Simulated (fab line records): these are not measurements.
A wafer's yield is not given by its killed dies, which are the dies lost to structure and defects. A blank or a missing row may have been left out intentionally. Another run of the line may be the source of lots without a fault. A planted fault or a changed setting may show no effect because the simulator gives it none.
Struck lot and sound lot, side by side    flow rit cmos    19 steps out of a route of 202
Sound: these wafers, L394.3, L394.4, L394.6. Wafers struck: L396.2, L396.3, L396.6. The cause comes at the end.
Per side, at each step with rows, come the tool, then ch with its chambers, and then its first start. Under that, the readings that differ: sound wafers    struck wafers    difference of the means    sigmas: that difference in standard deviations of wafers without a fault.
alike: a reading whose means differ by less than 2 such deviations, as well as words and numbers matching on both sides. not compared: withheld readings; readings where some wafer has no value; bounds like >300 that might hide an equal value; numbers whose values overlap and for which the record gives no deviation.
Wherever a step has rows on one side only, a row that says differs or no value, or a row with sigmas, the two part there. Non-overlapping numbers with no deviation appear without sigmas and do not part them. Lack of a reading on every wafer of one side parts them only where that side has two or more wafers.

first, 1 step without rows for these wafers: RIT_SILICIDE_WET_ETCH_00 (etches SiO2 in BOE, target depth 14 nm, time 15 s).
RIT_SILICIDE_SPUTTER_01: material Ti, target thk 30 nm, time 240 s.
  struck on pvd sputter-02, day 6 23:43; sound on pvd sputter-02, day 6 12:14
  alike: throttle valve pct
RIT_SILICIDE_RS_MEAS_02: measures by four-point-probe.
  struck on film metro-02, day 6 23:53; sound on film metro-04, day 6 12:26
  alike: SILICIDE_TI_RS
RIT_SILICIDE_THK_MEAS_03: measures by xrf.
  struck on film metro-02, day 6 23:59; sound on film metro-04, day 6 12:32
  alike: SILICIDE_TI_THK
RIT_SILICIDE_RTA_04: time 10 s, ramp up 5 s, ramp down 5 s.
  sound on rtp anneal-02 ch 0, day 6 12:35; struck on rtp anneal-02 ch 0, day 7 00:03
  alike: wafer_temp_C_max
then, 1 step without rows for these wafers: RIT_SILICIDE_WET_ETCH_05 (etches Ti in SPM, time 120 s).
RIT_SILICIDE_RTA_06: time 10 s, ramp up 5 s, ramp down 10 s.
  sound on rtp anneal-01 ch 0, day 6 12:42; struck on rtp anneal-01 ch 0, day 7 00:10
  alike: wafer_temp_C_max
RIT_CONTACT_CVD_00: deposits SiO2 from TEOS, target thk 400 nm, time 61 s.
  sound on pecvd-03 ch 0,2, day 6 12:44; struck on pecvd-02 ch 1,2, day 7 00:13
  alike: heater power w, rf fwd power W
  not compared: since wet clean h
RIT_CONTACT_THK_MEAS_01:
  struck on film metro-04, day 7 00:17; sound on film metro-03, day 6 12:49
  alike: CONTACT_TEOS_THK
then, 3 steps without rows for these wafers: RIT_CONTACT_HMDS_02 (prime time 60 s); RIT_CONTACT_COAT_03 (resist thk 1000 nm); RIT_CONTACT_SOFTBAKE_04 (time 60 s).
RIT_CONTACT_EXPOSE_05: exposes mask M11, target cd 1000 nm.
  sound on iline stepper-02 ch 0, day 6 13:28; struck on iline stepper-01 ch 0, day 7 00:48
reading                          sound                 struck             difference  sigmas
model.CONTACT.overlay x nm (nm)  0.4326 0.4326 0.4326  130.2 130.2 130.2  +129.8      
  alike: mask
then, 2 steps without rows for these wafers: RIT_CONTACT_PEB_06; RIT_CONTACT_DEVELOP_07 (develop time 120 s).
RIT_CONTACT_CD_MEAS_08: the cd target is 1000 nm.
  struck on cd sem-02, day 7 01:28; sound on cd sem-01, day 6 13:59
  alike: cd nm
RIT_CONTACT_OVL_MEAS_09:
  struck on overlay-02, day 7 01:34; sound on overlay-02, day 6 14:05
reading           sound         struck             difference  sigmas
CONTACT_OVL (nm)  -0.2 0.8 1.8  131.2 131.3 130.9  +130.3      +99 or more
then, 1 step without rows for these wafers: RIT_CONTACT_HARDBAKE_10 (time 60 s).
RIT_M1_PROBE_99:
  struck on prober-01, day 7 06:44; sound on prober-01, day 6 19:22
reading                                     sound              struck             difference  sigmas
model.etest.contact to gate.bv left v (V)   91.59 91.03 89.13  154.1 153 152.8    +62.7       
model.etest.contact to gate.bv right v (V)  93.11 90.23 89.23  22.23 24.86 22.52  -67.65      
  alike: killed at contacts, killed at front end, killed dies, killed open, killed short

## WHERE THEY PART
Within this record, at RIT_CONTACT_OVL_MEAS_09 only. Later steps at which nothing parts them and some readings are alike: RIT_M1_PROBE_99.

WHY: what had been put in by the simulator
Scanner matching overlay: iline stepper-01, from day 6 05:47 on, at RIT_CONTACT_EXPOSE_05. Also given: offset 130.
